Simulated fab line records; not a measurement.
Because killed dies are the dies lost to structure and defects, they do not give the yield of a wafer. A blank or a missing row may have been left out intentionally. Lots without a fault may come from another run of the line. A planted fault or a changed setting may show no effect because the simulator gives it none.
Check for tools in common    flow rit-cmos    Sampled: 14 lots, 48 wafers

WHAT PROMPTED THE OPENING
RIT_SDANNEAL_RS_MEAS_06, reading PLDD_RS: flagged on 2 of 14 lots. No-fault wafers: 178.6 ohm/sq, standard deviation 0.46.
Rule: a lot is flagged in two cases, either no wafer of it has a number, or all its wafers with numbers fall more than 4 standard deviations from that mean. All remaining lots are regarded as sound.

lot   measured     on             PLDD_RS (ohm/sq), wafer by wafer     flag
L945  day 3 18:49  film-metro-01  179.2 179.2 178.7                    
L946  day 3 20:29  film-metro-02  178.1 178.4 177.8                    
L947  day 4 09:43  film-metro-01  178.3 178.6 177.8                    
L948  day 4 15:31  film-metro-02  179.3 178.8 178.8                    
L950  day 4 18:56  film-metro-03  178.2 178.3 178.4                    
L951  day 5 04:55  film-metro-02  178.6 179.1 178.9                    
L953  day 5 11:08  film-metro-01  178.5 179.1 178.9                    
L952  day 5 13:37  film-metro-03  178.8 180.0 178.9                    
L955  day 5 18:25  film-metro-03  179.2 178.2 179.2                    
L956  day 6 00:46  film-metro-03  178.8 178.6 178.7                    
L960  day 6 21:24  film-metro-01  178.9 178.6 178.9                    
L958  day 6 22:23  film-metro-02  181.7 181.6 181.9 181.6 181.4 181.7  FLAGGED
L959  day 7 04:25  film-metro-02  181.6 181.3 181.8 182.0 181.3 181.9  FLAGGED
L966  day 8 06:30  film-metro-03  178.2 178.1 177.6                    
The mean of the flagged lots' numbers is 181.7 ohm/sq, +3.1 ohm/sq from the usual (+7 standard deviations).

WHICH TOOL EACH LOT WENT THROUGH
The record holds 1 process step before the reading, out of a route of 202 steps. Read each cell as the tool, then ch plus the chambers that the sampled wafers visited, then the start.
lot   flag     RIT_PLDD_IMPLANT_08
L945           implanter-03 ch 0, day 3 10:34
L946           implanter-03 ch 0, day 3 13:36
L947           implanter-04 ch 0, day 4 01:49
L948           implanter-01 ch 0, day 4 08:26
L950           implanter-04 ch 0, day 4 12:30
L951           implanter-01 ch 0, day 4 21:24
L953           implanter-04 ch 0, day 5 04:22
L952           implanter-03 ch 0, day 5 06:50
L955           implanter-04 ch 0, day 5 11:25
L956           implanter-04 ch 0, day 5 18:19
L960           implanter-01 ch 0, day 6 14:53
L958  FLAGGED  implanter-03 ch 0, day 6 15:46
L959  FLAGGED  implanter-03 ch 0, day 6 21:50
L966           implanter-01 ch 0, day 7 23:08
These steps, and what they do:
- RIT_PLDD_IMPLANT_08
- RIT_SDANNEAL_RS_MEAS_06: measures by four-point-probe.

FLAGGED OVER TOTAL, TOOL BY TOOL (the gauges that took the reading come last)
step                     tool           lots run  flagged  share of the flagged lots  sound lots run after its first flagged lot
RIT_PLDD_IMPLANT_08      implanter-01   4         0        none                       -
RIT_PLDD_IMPLANT_08      implanter-03   5         2        all                        0
RIT_PLDD_IMPLANT_08      implanter-04   5         0        none                       -
RIT_SDANNEAL_RS_MEAS_06  film-metro-01  4         0        none                       -
RIT_SDANNEAL_RS_MEAS_06  film-metro-02  5         2        all                        0
RIT_SDANNEAL_RS_MEAS_06  film-metro-03  5         0        none                       -

WHAT THE TABLE ALLOWS
implanter-03 at RIT_PLDD_IMPLANT_08 and film-metro-02 at RIT_SDANNEAL_RS_MEAS_06 are the 2 rows of the table that ran each flagged lot.
- implanter-03 at RIT_PLDD_IMPLANT_08 ran 5 lots, 2 of them flagged. Last sound lot L952 at day 5 06:50, first flagged lot L958 at day 6 15:46; a fault beginning in between fits.
- film-metro-02 at RIT_SDANNEAL_RS_MEAS_06 ran 5 lots, 2 of them flagged. Last sound lot L951 at day 5 04:55, first flagged lot L958 at day 6 22:23; a fault beginning in between fits.
A lot count leaves these 2 tools indistinguishable: every one of them fits a fault beginning at some hour. More lots, or a look at what each step does to the wafer, might.

WHAT THE SIMULATOR PUT IN
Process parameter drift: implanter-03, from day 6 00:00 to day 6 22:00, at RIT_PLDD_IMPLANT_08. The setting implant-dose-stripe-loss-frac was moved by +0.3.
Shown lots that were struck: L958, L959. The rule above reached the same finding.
